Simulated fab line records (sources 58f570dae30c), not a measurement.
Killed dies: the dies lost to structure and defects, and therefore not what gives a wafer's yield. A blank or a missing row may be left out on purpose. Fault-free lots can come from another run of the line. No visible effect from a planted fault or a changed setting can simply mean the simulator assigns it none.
What tool caused it? -- flow berkeleyCmos170 -- 14 lots, 42 wafers sampled, at 5 steps of a route of 331

== WHAT THE GAUGES SHOWED, per wafer ==
UCB170_CONTACT_OVL_MEAS_16. Usual: CONTACT_OVL typically reads 0 nm, with standard deviation 5.1.
lot,measured,on,CONTACT_OVL (nm),flag
L458,day 8 03:46,overlay-02,4 2 3,
L460,day 8 04:13,overlay-01,-4 2 3,
L462,day 9 07:47,overlay-02,-6 1 6,
L465,day 9 10:11,overlay-02,0 -3 2,
L467,day 9 19:52,overlay-01,-2 2 -2,
L466,day 9 20:34,overlay-01,-2 -4 -7,
L468,day 10 07:05,overlay-02,-4 1 -2,
L470,day 10 07:10,overlay-02,4 -1 3,
L471,day 10 20:07,overlay-01,-2 1 3,
L475,day 11 01:47,overlay-02,-8 -4 -8,
L479,day 12 02:40,overlay-02,5 1 6,
L478,day 12 02:41,overlay-02,-8 3 1,
L480,day 12 18:59,overlay-02,-3 2 -2,
L481,day 12 19:19,overlay-01,-7 4 -11,

UCB170_M1_CD_MEAS_90: the cd target is 700 nm. Usual: cdNm reads 700.3 nm (standard deviation 2.2).
lot,measured,on,cdNm (nm),flag
L458,day 8 06:32,cdSem-01,701.8 699.0 697.3,
L460,day 8 07:10,cdSem-02,702.1 699.2 699.9,
L462,day 9 10:23,cdSem-01,698.8 698.9 701.7,
L465,day 9 13:26,cdSem-02,703.3 702.6 702.1,
L467,day 9 22:20,cdSem-01,700.2 697.6 698.0,
L466,day 9 23:19,cdSem-01,698.9 699.0 697.9,
L468,day 10 10:51,cdSem-01,700.0 699.1 695.5,
L470,day 10 11:08,cdSem-01,701.2 702.5 698.1,
L471,day 10 22:37,cdSem-01,701.2 700.5 703.0,
L475,day 11 05:18,cdSem-01,698.0 697.9 699.6,
L479,day 12 04:59,cdSem-02,701.2 701.9 701.1,
L478,day 12 05:20,cdSem-01,698.4 697.7 700.1,
L480,day 12 21:45,cdSem-01,701.0 704.7 703.6,
L481,day 12 22:22,cdSem-02,704.4 708.2 703.7,

UCB170_M2_RS_MEAS_02: the measuring method here is four-point-probe. Usual: M2_AL_RS typically reads 0.03217 ohm/sq, with standard deviation 0.00028.
lot,measured,on,M2_AL_RS (ohm/sq),flag
L458,day 8 14:23,filmMetro-03,0.03153 0.03194 0.03177,
L460,day 8 14:57,filmMetro-03,0.03233 0.03218 0.0321,
L462,day 9 15:59,filmMetro-03,0.03226 0.03223 0.03222,
L465,day 9 17:43,filmMetro-03,0.03185 0.03198 0.03211,
L467,day 10 04:06,filmMetro-01,0.03216 0.03239 0.03218,
L466,day 10 04:49,filmMetro-03,0.03286 0.03252 0.03235,
L468,day 10 15:39,filmMetro-04,0.03221 0.03222 0.03205,
L470,day 10 16:03,filmMetro-01,0.03195 0.03233 0.03203,
L471,day 11 03:04,filmMetro-01,0.0316 0.03172 0.03219,
L475,day 11 11:01,filmMetro-01,0.03334 0.03341 0.03363,OFF
L479,day 12 11:01,filmMetro-01,0.03218 0.03204 0.03237,
L478,day 12 11:10,filmMetro-04,0.03355 0.03338 0.03363,OFF
L480,day 13 02:16,filmMetro-04,0.03227 0.03212 0.03228,
L481,day 13 03:28,filmMetro-04,0.03172 0.03174 0.03213,

UCB170_M2_THK_MEAS_03: measures by xrf. Usual: M2_AL_THK typically reads 890 nm, with standard deviation 9.5.
lot,measured,on,M2_AL_THK (nm),flag
L458,day 8 14:30,filmMetro-03,915 905 911,
L460,day 8 15:04,filmMetro-03,889 892 899,
L462,day 9 16:07,filmMetro-03,894 896 899,
L465,day 9 17:50,filmMetro-03,901 899 900,
L467,day 10 04:13,filmMetro-01,884 874 886,
L466,day 10 04:55,filmMetro-03,881 893 899,
L468,day 10 15:44,filmMetro-04,885 889 892,
L470,day 10 16:10,filmMetro-01,890 877 892,
L471,day 11 03:09,filmMetro-01,900 897 888,
L475,day 11 11:07,filmMetro-01,858 856 848,OFF
L479,day 12 11:07,filmMetro-01,889 886 879,
L478,day 12 11:17,filmMetro-04,850 861 848,OFF
L480,day 13 02:23,filmMetro-04,882 887 882,
L481,day 13 03:34,filmMetro-04,895 901 889,

== WHAT TOOL EACH LOT RAN ON (gives the tool, then ch and the chambers of the sampled wafers, and finally the start) ==
lot,UCB170_M2_SPUTTER_01
L458,"pvdSputter-03, day 8 14:18"
L460,"pvdSputter-02, day 8 14:51"
L462,"pvdSputter-02, day 9 15:55"
L465,"pvdSputter-01, day 9 17:38"
L467,"pvdSputter-02, day 10 04:01"
L466,"pvdSputter-03, day 10 04:41"
L468,"pvdSputter-03, day 10 15:30"
L470,"pvdSputter-01, day 10 15:57"
L471,"pvdSputter-01, day 11 02:55"
L475,"pvdSputter-03, day 11 10:53"
L479,"pvdSputter-02, day 12 10:52"
L478,"pvdSputter-03, day 12 11:05"
L480,"pvdSputter-02, day 13 02:11"
L481,"pvdSputter-01, day 13 03:21"
- UCB170_M2_SPUTTER_01: material Al, target thk 900 nm, time 120 s.

== WHAT THE TOOLS THEMSELVES READ (means of the sampled wafers that have a number; where no wafer has one, the mark that the record gives instead) ==
UCB170_M2_SPUTTER_01. Usual: throttleValvePct reads 29.7 % (standard deviation 1.1).
lot,tool,throttleValvePct (%),flag
L458,pvdSputter-03,29.8,
L460,pvdSputter-02,31.1,
L462,pvdSputter-02,30.2,
L465,pvdSputter-01,29.2,
L467,pvdSputter-02,30.0,
L466,pvdSputter-03,28.8,
L468,pvdSputter-03,29.1,
L470,pvdSputter-01,29.6,
L471,pvdSputter-01,29.5,
L475,pvdSputter-03,29.8,
L479,pvdSputter-02,29.7,
L478,pvdSputter-03,30.2,
L480,pvdSputter-02,31.4,
L481,pvdSputter-01,29.2,

== THE ANSWER, worked out from the rows above alone ==
Rule: a lot counts as off when the mean over its wafers that have a number is more than 3 standard deviations away from the usual mean. A lot without any number at a reading at which 4 lots or more have one is off too. The other lots that the step has rows for count as sound. The gauges are gone through in route order, then the tools' own readings, and for those a lot's mean is taken as printed above. At the first step where some lot is off, the reading lying furthest off is the one used; lots without a number count as furthest.
Off: L475, L478, at UCB170_M2_RS_MEAS_02 (M2_AL_RS).
If a tool, at a process step before that reading, ran all the lots that are off and no sound lot after the first of them, it fits. Those tools and the gauges at UCB170_M2_RS_MEAS_02 are tried in the same way. One fits: pvdSputter-03 at UCB170_M2_SPUTTER_01. Its last sound lot is L468 (day 10 15:30), its first lot that is off L475 (day 11 10:53): a fault that began between those two fits.

== WHAT THE SIMULATOR HAD INSERTED ==
Site profile drift: pvdSputter-03, from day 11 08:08 on, at UCB170_M2_SPUTTER_01. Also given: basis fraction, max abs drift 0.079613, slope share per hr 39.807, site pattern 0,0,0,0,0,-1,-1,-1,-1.
Struck lots among those shown: L475, L478. Same finding as the rule above.
